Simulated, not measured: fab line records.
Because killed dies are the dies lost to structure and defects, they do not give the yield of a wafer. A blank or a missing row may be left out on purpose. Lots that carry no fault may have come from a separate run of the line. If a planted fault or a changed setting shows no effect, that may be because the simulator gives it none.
Which tool did it? :: flow berkeley cmos170 :: 14 lots, 42 wafers sampled, at 5 steps of a route of 331

WHAT EACH GAUGE READ, for each wafer
UCB170_NSD_CD_MEAS_06: the cd target is 1200 nm.
lot: L161
measured: day 7 23:52
on: cd sem-02
cd nm (nm): 1199.8 1202.5 1202.2

lot: L163
measured: day 8 00:07
on: cd sem-01
cd nm (nm): 1200.4 1200.8 1198.5

lot: L164
measured: day 8 18:11
on: cd sem-01
cd nm (nm): 1200.6 1200.3 1200.1

lot: L165
measured: day 8 18:46
on: cd sem-02
cd nm (nm): 1198.7 1198.7 1199.4

lot: L166
measured: day 9 16:27
on: cd sem-02
cd nm (nm): 1201.4 1200.6 1201.6

lot: L167
measured: day 9 16:46
on: cd sem-02
cd nm (nm): 1201.8 1200.8 1200.8

lot: L168
measured: day 9 16:31
on: cd sem-01
cd nm (nm): 1200.8 1199.9 1201.1

lot: L171
measured: day 10 00:34
on: cd sem-02
cd nm (nm): 1199.8 1198.9 1199.4

lot: L169
measured: day 11 03:02
on: cd sem-02
cd nm (nm): 1200.4 1201.9 1199.8

lot: L174
measured: day 11 12:01
on: cd sem-01
cd nm (nm): 1196.7 1197.3 1198.2

lot: L178
measured: day 11 20:28
on: cd sem-01
cd nm (nm): 1198.6 1200.8 1201.7

lot: L180
measured: day 12 15:09
on: cd sem-02
cd nm (nm): 1200.1 1200.2 1201.2

lot: L181
measured: day 12 14:56
on: cd sem-01
cd nm (nm): 1198.0 1198.5 1200.0

lot: L183
measured: day 13 00:31
on: cd sem-01
cd nm (nm): 1202.3 1203.4 1202.7

UCB170_SILICIDE_RS_MEAS_02: measurement is done with a four-point probe.
lot: L161
measured: day 8 02:18
on: film metro-02
SILICIDE_TI_RS (ohm/sq): 26.38 25.91 26.22

lot: L163
measured: day 8 02:33
on: film metro-03
SILICIDE_TI_RS (ohm/sq): 25.95 26.04 25.77

lot: L164
measured: day 8 22:04
on: film metro-02
SILICIDE_TI_RS (ohm/sq): 26.14 26.36 26.23

lot: L165
measured: day 8 21:51
on: film metro-02
SILICIDE_TI_RS (ohm/sq): 25.92 26.13 26.58

lot: L166
measured: day 9 18:31
on: film metro-02
SILICIDE_TI_RS (ohm/sq): 26.03 25.95 26.02

lot: L167
measured: day 9 19:01
on: film metro-02
SILICIDE_TI_RS (ohm/sq): 26.77 26.36 26.79

lot: L168
measured: day 9 18:42
on: film metro-02
SILICIDE_TI_RS (ohm/sq): 25.94 26.00 25.99

lot: L171
measured: day 10 02:50
on: film metro-03
SILICIDE_TI_RS (ohm/sq): 26.31 26.42 26.35

lot: L169
measured: day 11 05:25
on: film metro-03
SILICIDE_TI_RS (ohm/sq): 25.93 19.74 26.11

lot: L174
measured: day 11 14:10
on: film metro-02
SILICIDE_TI_RS (ohm/sq): 26.09 26.24 19.81

lot: L178
measured: day 11 22:44
on: film metro-02
SILICIDE_TI_RS (ohm/sq): 25.56 25.93 25.84

lot: L180
measured: day 12 17:55
on: film metro-04
SILICIDE_TI_RS (ohm/sq): 25.81 26.05 25.90

lot: L181
measured: day 12 17:35
on: film metro-02
SILICIDE_TI_RS (ohm/sq): 26.43 26.67 26.64

lot: L183
measured: day 13 02:37
on: film metro-03
SILICIDE_TI_RS (ohm/sq): 25.96 25.95 25.78

UCB170_SILICIDE_THK_MEAS_03: measures by xrf.
lot: L161
measured: day 8 02:25
on: film metro-02
SILICIDE_TI_THK (nm): 29.5 29.8 29.5

lot: L163
measured: day 8 02:39
on: film metro-03
SILICIDE_TI_THK (nm): 29.9 30.0 30.1

lot: L164
measured: day 8 22:11
on: film metro-02
SILICIDE_TI_THK (nm): 29.6 29.4 29.5

lot: L165
measured: day 8 21:56
on: film metro-02
SILICIDE_TI_THK (nm): 29.7 29.4 29.1

lot: L166
measured: day 9 18:38
on: film metro-02
SILICIDE_TI_THK (nm): 29.7 30.0 29.9

lot: L167
measured: day 9 19:06
on: film metro-02
SILICIDE_TI_THK (nm): 29.1 29.5 29.0

lot: L168
measured: day 9 18:49
on: film metro-02
SILICIDE_TI_THK (nm): 29.9 29.7 29.8

lot: L171
measured: day 10 02:57
on: film metro-03
SILICIDE_TI_THK (nm): 29.7 29.5 29.6

lot: L169
measured: day 11 05:32
on: film metro-03
SILICIDE_TI_THK (nm): 30.3 38.0 29.9

lot: L174
measured: day 11 14:17
on: film metro-02
SILICIDE_TI_THK (nm): 29.5 29.5 37.6

lot: L178
measured: day 11 22:50
on: film metro-02
SILICIDE_TI_THK (nm): 30.3 29.8 29.7

lot: L180
measured: day 12 18:01
on: film metro-04
SILICIDE_TI_THK (nm): 29.9 29.6 29.8

lot: L181
measured: day 12 17:42
on: film metro-02
SILICIDE_TI_THK (nm): 29.4 29.0 29.0

lot: L183
measured: day 13 02:44
on: film metro-03
SILICIDE_TI_THK (nm): 30.0 30.0 30.3

EACH LOT AND THE TOOL THAT RAN IT (in order: tool; ch and the chambers of the sampled wafers; start)
lot: L161
UCB170_SPACER_CVD_00: pecvd-02 ch 0,1,2, day 7 14:41
UCB170_SILICIDE_SPUTTER_01: pvd sputter-03, day 8 02:16

lot: L163
UCB170_SPACER_CVD_00: pecvd-03 ch 1,2, day 7 14:58
UCB170_SILICIDE_SPUTTER_01: pvd sputter-02, day 8 02:29

lot: L164
UCB170_SPACER_CVD_00: pecvd-02 ch 0,1,2, day 8 08:40
UCB170_SILICIDE_SPUTTER_01: pvd sputter-02, day 8 22:02

lot: L165
UCB170_SPACER_CVD_00: pecvd-03 ch 0,1,2, day 8 09:14
UCB170_SILICIDE_SPUTTER_01: pvd sputter-03, day 8 21:46

lot: L166
UCB170_SPACER_CVD_00: pecvd-03 ch 1,2, day 9 05:22
UCB170_SILICIDE_SPUTTER_01: pvd sputter-03, day 9 18:28

lot: L167
UCB170_SPACER_CVD_00: pecvd-02 ch 0,1,2, day 9 05:37
UCB170_SILICIDE_SPUTTER_01: pvd sputter-03, day 9 18:56

lot: L168
UCB170_SPACER_CVD_00: pecvd-03 ch 1,2, day 9 05:45
UCB170_SILICIDE_SPUTTER_01: pvd sputter-02, day 9 18:39

lot: L171
UCB170_SPACER_CVD_00: pecvd-02 ch 1,2, day 9 11:58
UCB170_SILICIDE_SPUTTER_01: pvd sputter-03, day 10 02:48

lot: L169
UCB170_SPACER_CVD_00: pecvd-03 ch 0,1,2, day 10 19:32
UCB170_SILICIDE_SPUTTER_01: pvd sputter-02, day 11 05:23

lot: L174
UCB170_SPACER_CVD_00: pecvd-04 ch 0,1,2, day 11 02:08
UCB170_SILICIDE_SPUTTER_01: pvd sputter-02, day 11 14:08

lot: L178
UCB170_SPACER_CVD_00: pecvd-03 ch 0,1, day 11 11:14
UCB170_SILICIDE_SPUTTER_01: pvd sputter-03, day 11 22:40

lot: L180
UCB170_SPACER_CVD_00: pecvd-03 ch 0,1,2, day 12 05:27
UCB170_SILICIDE_SPUTTER_01: pvd sputter-03, day 12 17:52

lot: L181
UCB170_SPACER_CVD_00: pecvd-04 ch 0,1,2, day 12 06:30
UCB170_SILICIDE_SPUTTER_01: pvd sputter-01, day 12 17:33

lot: L183
UCB170_SPACER_CVD_00: pecvd-03 ch 0,1,2, day 12 15:13
UCB170_SILICIDE_SPUTTER_01: pvd sputter-03, day 13 02:35
- UCB170_SPACER_CVD_00: deposits SiO2 from TEOS/O2, target thk 376 nm, time 47 s.
- UCB170_SILICIDE_SPUTTER_01: material Ti, target thk 30 nm, time 25 s.

AS READ BY THE TOOLS THEMSELVES (means over the sampled wafers that have a number; for cases with no such wafer, the mark the record gives instead)
UCB170_SPACER_CVD_00.
lot: L161
tool: pecvd-02
heater power w (W): 306

lot: L163
tool: pecvd-03
heater power w (W): 252

lot: L164
tool: pecvd-02
heater power w (W): 303

lot: L165
tool: pecvd-03
heater power w (W): 264

lot: L166
tool: pecvd-03
heater power w (W): 292

lot: L167
tool: pecvd-02
heater power w (W): 315

lot: L168
tool: pecvd-03
heater power w (W): 240

lot: L171
tool: pecvd-02
heater power w (W): 272

lot: L169
tool: pecvd-03
heater power w (W): 256

lot: L174
tool: pecvd-04
heater power w (W): 250

lot: L178
tool: pecvd-03
heater power w (W): 250

lot: L180
tool: pecvd-03
heater power w (W): 256

lot: L181
tool: pecvd-04
heater power w (W): 284

lot: L183
tool: pecvd-03
heater power w (W): 243

UCB170_SILICIDE_SPUTTER_01.
lot: L161
tool: pvd sputter-03
throttle valve pct (%): 30.8

lot: L163
tool: pvd sputter-02
throttle valve pct (%): 30.0

lot: L164
tool: pvd sputter-02
throttle valve pct (%): 29.4

lot: L165
tool: pvd sputter-03
throttle valve pct (%): 31.9

lot: L166
tool: pvd sputter-03
throttle valve pct (%): 31.5

lot: L167
tool: pvd sputter-03
throttle valve pct (%): 31.9

lot: L168
tool: pvd sputter-02
throttle valve pct (%): 30.6

lot: L171
tool: pvd sputter-03
throttle valve pct (%): 31.9

lot: L169
tool: pvd sputter-02
throttle valve pct (%): 30.0

lot: L174
tool: pvd sputter-02
throttle valve pct (%): 29.3

lot: L178
tool: pvd sputter-03
throttle valve pct (%): 31.8

lot: L180
tool: pvd sputter-03
throttle valve pct (%): 31.5

lot: L181
tool: pvd sputter-01
throttle valve pct (%): 30.2

lot: L183
tool: pvd sputter-03
throttle valve pct (%): 32.0

THE ANSWER, worked out from the rows above alone
Rule: usual is defined by the lots themselves. Put in order of their means at a reading, lots are off if they are a third of the lots or fewer, leave a main group of 4 or more, and stand apart from it by a gap of 3 or more times the standard deviation of the main group's means; of several such gaps the widest counts. Not used: any main group whose means are identical at the precision the tables above print for the reading. Also off: a lot with no number at a reading for which 4 or more lots have one. The other lots that the step has rows for count as sound. Order of review: gauges by route order, followed by the tools' own readings, for which a lot's mean as printed above is used. At the first step where some lot is off, the reading lying furthest off is the one used; lots without a number count as furthest.
Off: at UCB170_SILICIDE_RS_MEAS_02 (SILICIDE_TI_RS), L169, L174. Main group: mean 26.14 ohm/sq, sd 0.27.
If a tool, at a process step before that reading, ran all the lots that are off and no sound lot after the first of them, it fits. The gauges at UCB170_SILICIDE_RS_MEAS_02 are tried like those tools. One fits: pvd sputter-02 at UCB170_SILICIDE_SPUTTER_01. A fault onset in the window from L168 (day 9 18:39, its last sound lot) to L169 (day 11 05:23, its first lot off) fits.

WHAT HAD BEEN PUT IN BY THE SIMULATOR
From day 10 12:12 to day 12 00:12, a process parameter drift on pvd sputter-02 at UCB170_SILICIDE_SPUTTER_01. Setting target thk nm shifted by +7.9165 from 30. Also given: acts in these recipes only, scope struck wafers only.
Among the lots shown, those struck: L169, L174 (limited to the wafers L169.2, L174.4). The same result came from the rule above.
